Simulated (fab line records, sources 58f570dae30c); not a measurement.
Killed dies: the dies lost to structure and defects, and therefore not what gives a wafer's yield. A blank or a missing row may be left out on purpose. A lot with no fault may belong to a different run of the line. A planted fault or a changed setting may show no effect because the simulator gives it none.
Which tool is to blame? / flow berkeleyCmos170 / Sampling: 14 lots, 42 wafers, 5 of 331 route steps

WHAT EACH GAUGE READ, for each wafer
UCB170_START_THK_MEAS_03.
lot=L161; measured=day 1 13:46; on=filmMetro-02; START_OXIDE_THK (nm)=19.2 19.3 19.1
lot=L162; measured=day 1 19:09; on=filmMetro-01; START_OXIDE_THK (nm)=19.8 19.9 20.0
lot=L164; measured=day 2 04:50; on=filmMetro-01; START_OXIDE_THK (nm)=20.2 20.6 20.3
lot=L167; measured=day 2 21:19; on=filmMetro-03; START_OXIDE_THK (nm)=20.3 20.7 20.2
lot=L168; measured=day 3 01:20; on=filmMetro-03; START_OXIDE_THK (nm)=20.5 20.0 20.2
lot=L169; measured=day 3 05:53; on=filmMetro-01; START_OXIDE_THK (nm)=19.8 19.5 19.3
lot=L170; measured=day 3 12:26; on=filmMetro-03; START_OXIDE_THK (nm)=20.0 20.1 19.8
lot=L172; measured=day 3 18:57; on=filmMetro-03; START_OXIDE_THK (nm)=19.6 20.0 19.3
lot=L171; measured=day 3 18:58; on=filmMetro-02; START_OXIDE_THK (nm)=20.5 20.1 20.1
lot=L173; measured=day 4 01:55; on=filmMetro-01; START_OXIDE_THK (nm)=19.7 19.7 19.8
lot=L175; measured=day 4 13:18; on=filmMetro-02; START_OXIDE_THK (nm)=19.5 19.5 19.6
lot=L182; measured=day 5 23:14; on=filmMetro-01; START_OXIDE_THK (nm)=19.8 20.0 19.6
lot=L183; measured=day 6 04:29; on=filmMetro-03; START_OXIDE_THK (nm)=20.2 20.7 20.3
lot=L184; measured=day 6 09:56; on=filmMetro-03; START_OXIDE_THK (nm)=20.6 20.6 21.0

UCB170_PVT_OVL_MEAS_06.
lot=L161; measured=day 5 13:38; on=overlay-02; PVT_OVL (nm)=2 -9 -2
lot=L162; measured=day 5 20:16; on=overlay-02; PVT_OVL (nm)=0 0 4
lot=L164; measured=day 6 06:02; on=overlay-02; PVT_OVL (nm)=7 2 6
lot=L167; measured=day 7 11:50; on=overlay-02; PVT_OVL (nm)=-8 -11 -10
lot=L168; measured=day 7 04:41; on=overlay-01; PVT_OVL (nm)=-3 -9 -1
lot=L169; measured=day 7 12:03; on=overlay-02; PVT_OVL (nm)=-9 1 -7
lot=L170; measured=day 7 11:48; on=overlay-01; PVT_OVL (nm)=-2 -3 -3
lot=L172; measured=day 7 11:32; on=overlay-02; PVT_OVL (nm)=-1 -4 0
lot=L175; measured=day 9 03:00; on=overlay-02; PVT_OVL (nm)=2 2 9
lot=L182; measured=day 10 00:38; on=overlay-02; PVT_OVL (nm)=4 0 7
lot=L183; measured=day 10 10:54; on=overlay-01; PVT_OVL (nm)=0 -5 -3
lot=L184; measured=day 10 11:03; on=overlay-01; PVT_OVL (nm)=13 3 8

WHAT TOOL EACH LOT RAN ON (gives the tool, then ch and the chambers of the sampled wafers, and finally the start)
lot=L161; UCB170_ZERO_EXPOSE_03=krfScanner-01 ch 0, day 1 18:57; UCB170_ZERO_ETCH_06=rieDiel-02 ch 1,3, day 1 19:25; UCB170_NVT_STRIP_08=plasmaAsher-01 ch 0,1, day 5 11:22
lot=L162; UCB170_ZERO_EXPOSE_03=krfScanner-01 ch 0, day 1 22:14; UCB170_ZERO_ETCH_06=rieDiel-02 ch 0,2, day 1 22:48; UCB170_NVT_STRIP_08=plasmaAsher-01 ch 0,1, day 5 18:54
lot=L164; UCB170_ZERO_EXPOSE_03=krfScanner-01 ch 0, day 2 08:17; UCB170_ZERO_ETCH_06=rieDiel-04 ch 1,3, day 2 08:50; UCB170_NVT_STRIP_08=plasmaAsher-02 ch 0,1, day 6 04:23
lot=L167; UCB170_ZERO_EXPOSE_03=krfScanner-01 ch 0, day 3 01:59; UCB170_ZERO_ETCH_06=rieDiel-03 ch 0,2, day 3 02:33; UCB170_NVT_STRIP_08=plasmaAsher-01 ch 0,1, day 7 09:49
lot=L168; UCB170_ZERO_EXPOSE_03=krfScanner-01 ch 0, day 3 05:25; UCB170_ZERO_ETCH_06=rieDiel-03 ch 0,1,3, day 3 06:14; UCB170_NVT_STRIP_08=plasmaAsher-01 ch 0,1, day 7 03:02
lot=L169; UCB170_ZERO_EXPOSE_03=krfScanner-02 ch 0, day 3 10:48; UCB170_ZERO_ETCH_06=rieDiel-02 ch 0,2,3, day 3 11:11; UCB170_NVT_STRIP_08=plasmaAsher-02 ch 0,1, day 7 09:25
lot=L170; UCB170_ZERO_EXPOSE_03=krfScanner-01 ch 0, day 3 20:32; UCB170_ZERO_ETCH_06=rieDiel-02 ch 0,1,2, day 3 20:56; UCB170_NVT_STRIP_08=plasmaAsher-02 ch 0, day 7 09:50
lot=L172; UCB170_ZERO_EXPOSE_03=krfScanner-02 ch 0, day 4 00:29; UCB170_ZERO_ETCH_06=rieDiel-04 ch 1,2,3, day 4 00:51; UCB170_NVT_STRIP_08=plasmaAsher-01 ch 1, day 7 09:06
lot=L171; UCB170_ZERO_EXPOSE_03=krfScanner-02, day 4 00:37; UCB170_ZERO_ETCH_06=rieDiel-02 ch 0,1, day 4 01:08; UCB170_NVT_STRIP_08=-
lot=L173; UCB170_ZERO_EXPOSE_03=krfScanner-02, day 4 05:07; UCB170_ZERO_ETCH_06=rieDiel-02 ch 2,3, day 4 05:34; UCB170_NVT_STRIP_08=-
lot=L175; UCB170_ZERO_EXPOSE_03=krfScanner-01 ch 0, day 4 18:39; UCB170_ZERO_ETCH_06=rieDiel-03 ch 0,2,3, day 4 19:03; UCB170_NVT_STRIP_08=plasmaAsher-01 ch 0,1, day 9 00:33
lot=L182; UCB170_ZERO_EXPOSE_03=krfScanner-02 ch 0, day 6 02:17; UCB170_ZERO_ETCH_06=rieDiel-04 ch 0,1,3, day 6 02:41; UCB170_NVT_STRIP_08=plasmaAsher-04 ch 0,1, day 9 23:06
lot=L183; UCB170_ZERO_EXPOSE_03=krfScanner-02 ch 0, day 6 09:44; UCB170_ZERO_ETCH_06=rieDiel-02 ch 0,2,3, day 6 10:07; UCB170_NVT_STRIP_08=plasmaAsher-02 ch 0,1, day 10 09:13
lot=L184; UCB170_ZERO_EXPOSE_03=krfScanner-01 ch 0, day 6 14:44; UCB170_ZERO_ETCH_06=rieDiel-03 ch 0,1,2, day 6 15:07; UCB170_NVT_STRIP_08=plasmaAsher-01 ch 0,1, day 10 09:14
- UCB170_ZERO_EXPOSE_03: exposes mask PM MARKS, target cd 4000 nm.
- UCB170_ZERO_ETCH_06: etches SiO2 in CHF3/CF4/Ar, time 12 s.
- UCB170_NVT_STRIP_08: strips in O2.

WHAT THE TOOLS THEMSELVES READ (means of the sampled wafers that have a number; where no wafer has one, the mark that the record gives instead)
UCB170_ZERO_EXPOSE_03.
lot=L161; tool=krfScanner-01; exposureDoseMJCm2=30.037; focusOffsetNm (nm)=0.4
lot=L162; tool=krfScanner-01; exposureDoseMJCm2=30.013; focusOffsetNm (nm)=-0.1
lot=L164; tool=krfScanner-01; exposureDoseMJCm2=30.017; focusOffsetNm (nm)=-0.4
lot=L167; tool=krfScanner-01; exposureDoseMJCm2=30.027; focusOffsetNm (nm)=-1.0
lot=L168; tool=krfScanner-01; exposureDoseMJCm2=30.016; focusOffsetNm (nm)=0.2
lot=L169; tool=krfScanner-02; exposureDoseMJCm2=30.008; focusOffsetNm (nm)=0.0
lot=L170; tool=krfScanner-01; exposureDoseMJCm2=30.007; focusOffsetNm (nm)=-0.3
lot=L172; tool=krfScanner-02; exposureDoseMJCm2=30.018; focusOffsetNm (nm)=0.6
lot=L171; tool=krfScanner-02; exposureDoseMJCm2=-; focusOffsetNm (nm)=-
lot=L173; tool=krfScanner-02; exposureDoseMJCm2=-; focusOffsetNm (nm)=-
lot=L175; tool=krfScanner-01; exposureDoseMJCm2=29.993; focusOffsetNm (nm)=-0.6
lot=L182; tool=krfScanner-02; exposureDoseMJCm2=30.053; focusOffsetNm (nm)=0.0
lot=L183; tool=krfScanner-02; exposureDoseMJCm2=30.030; focusOffsetNm (nm)=0.2
lot=L184; tool=krfScanner-01; exposureDoseMJCm2=30.015; focusOffsetNm (nm)=0.0

UCB170_ZERO_ETCH_06.
lot=L161; tool=rieDiel-02; CHF3_flow_sccm (sccm)=50.13; drypumpMotorCurrentA (A)=5.5; oesProductAu (a.u.)=0.624; throttleValvePct (%)=9.29
lot=L162; tool=rieDiel-02; CHF3_flow_sccm (sccm)=50.03; drypumpMotorCurrentA (A)=5.7; oesProductAu (a.u.)=0.625; throttleValvePct (%)=9.15
lot=L164; tool=rieDiel-04; CHF3_flow_sccm (sccm)=50.15; drypumpMotorCurrentA (A)=5.9; oesProductAu (a.u.)=0.620; throttleValvePct (%)=9.27
lot=L167; tool=rieDiel-03; CHF3_flow_sccm (sccm)=49.99; drypumpMotorCurrentA (A)=5.5; oesProductAu (a.u.)=0.618; throttleValvePct (%)=9.24
lot=L168; tool=rieDiel-03; CHF3_flow_sccm (sccm)=50.11; drypumpMotorCurrentA (A)=6.0; oesProductAu (a.u.)=0.621; throttleValvePct (%)=9.09
lot=L169; tool=rieDiel-02; CHF3_flow_sccm (sccm)=49.96; drypumpMotorCurrentA (A)=5.8; oesProductAu (a.u.)=0.614; throttleValvePct (%)=9.30
lot=L170; tool=rieDiel-02; CHF3_flow_sccm (sccm)=50.09; drypumpMotorCurrentA (A)=5.7; oesProductAu (a.u.)=0.619; throttleValvePct (%)=9.14
lot=L172; tool=rieDiel-04; CHF3_flow_sccm (sccm)=49.79; drypumpMotorCurrentA (A)=5.7; oesProductAu (a.u.)=0.621; throttleValvePct (%)=9.28
lot=L171; tool=rieDiel-02; CHF3_flow_sccm (sccm)=50.05; drypumpMotorCurrentA (A)=5.7; oesProductAu (a.u.)=0.378; throttleValvePct (%)=9.13
lot=L173; tool=rieDiel-02; CHF3_flow_sccm (sccm)=50.05; drypumpMotorCurrentA (A)=5.6; oesProductAu (a.u.)=0.378; throttleValvePct (%)=9.45
lot=L175; tool=rieDiel-03; CHF3_flow_sccm (sccm)=49.98; drypumpMotorCurrentA (A)=5.8; oesProductAu (a.u.)=0.612; throttleValvePct (%)=9.15
lot=L182; tool=rieDiel-04; CHF3_flow_sccm (sccm)=50.09; drypumpMotorCurrentA (A)=6.1; oesProductAu (a.u.)=0.620; throttleValvePct (%)=9.24
lot=L183; tool=rieDiel-02; CHF3_flow_sccm (sccm)=50.08; drypumpMotorCurrentA (A)=5.9; oesProductAu (a.u.)=0.620; throttleValvePct (%)=9.29
lot=L184; tool=rieDiel-03; CHF3_flow_sccm (sccm)=49.94; drypumpMotorCurrentA (A)=5.5; oesProductAu (a.u.)=0.625; throttleValvePct (%)=9.18

UCB170_NVT_STRIP_08.
lot=L161; tool=plasmaAsher-01; drypumpMotorCurrentA (A)=6.0; oesProductAu (a.u.)=0.736; stripTimeToEndpointS (s)=21.61
lot=L162; tool=plasmaAsher-01; drypumpMotorCurrentA (A)=6.0; oesProductAu (a.u.)=0.735; stripTimeToEndpointS (s)=21.55
lot=L164; tool=plasmaAsher-02; drypumpMotorCurrentA (A)=5.8; oesProductAu (a.u.)=0.735; stripTimeToEndpointS (s)=21.48
lot=L167; tool=plasmaAsher-01; drypumpMotorCurrentA (A)=5.9; oesProductAu (a.u.)=0.736; stripTimeToEndpointS (s)=21.55
lot=L168; tool=plasmaAsher-01; drypumpMotorCurrentA (A)=5.9; oesProductAu (a.u.)=0.733; stripTimeToEndpointS (s)=21.63
lot=L169; tool=plasmaAsher-02; drypumpMotorCurrentA (A)=5.9; oesProductAu (a.u.)=0.735; stripTimeToEndpointS (s)=21.68
lot=L170; tool=plasmaAsher-02; drypumpMotorCurrentA (A)=6.4; oesProductAu (a.u.)=0.742; stripTimeToEndpointS (s)=21.71
lot=L172; tool=plasmaAsher-01; drypumpMotorCurrentA (A)=5.8; oesProductAu (a.u.)=0.737; stripTimeToEndpointS (s)=21.60
lot=L175; tool=plasmaAsher-01; drypumpMotorCurrentA (A)=6.0; oesProductAu (a.u.)=0.734; stripTimeToEndpointS (s)=21.58
lot=L182; tool=plasmaAsher-04; drypumpMotorCurrentA (A)=5.3; oesProductAu (a.u.)=0.734; stripTimeToEndpointS (s)=21.61
lot=L183; tool=plasmaAsher-02; drypumpMotorCurrentA (A)=5.8; oesProductAu (a.u.)=0.737; stripTimeToEndpointS (s)=21.55
lot=L184; tool=plasmaAsher-01; drypumpMotorCurrentA (A)=5.9; oesProductAu (a.u.)=0.736; stripTimeToEndpointS (s)=21.70

THE ANSWER, worked out from the rows above alone
Rule: the lots themselves supply what counts as usual. Put in order of their means at a reading, lots are off if they are a third of the lots or fewer, leave a main group of 4 or more, and stand apart from it by a gap of 3 or more times the standard deviation of the main group's means; of several such gaps the widest counts. A main group is skipped when, at the precision printed for the reading in the tables above, its means are all equal. A lot without any number at a reading at which 4 lots or more have one is off too. Where the step has rows for the other lots, those lots are counted as sound. First the gauges in route order, then the tools' own readings, where a lot's mean is used as printed above. At the first step where some lot is off, the reading lying furthest off is the one used; lots without a number count as furthest.
Off: L171, L173, at UCB170_ZERO_EXPOSE_03 (exposureDoseMJCm2). Without a number there: L171, L173. Mean 30.020 and standard deviation 0.015 in the main group.
If a tool, at that step or one of the process steps before it, ran each lot that is off and ran no sound lot following the first of them, it fits. Not one of the candidates tried fits.

WHAT WAS PUT IN BY THE SIMULATOR
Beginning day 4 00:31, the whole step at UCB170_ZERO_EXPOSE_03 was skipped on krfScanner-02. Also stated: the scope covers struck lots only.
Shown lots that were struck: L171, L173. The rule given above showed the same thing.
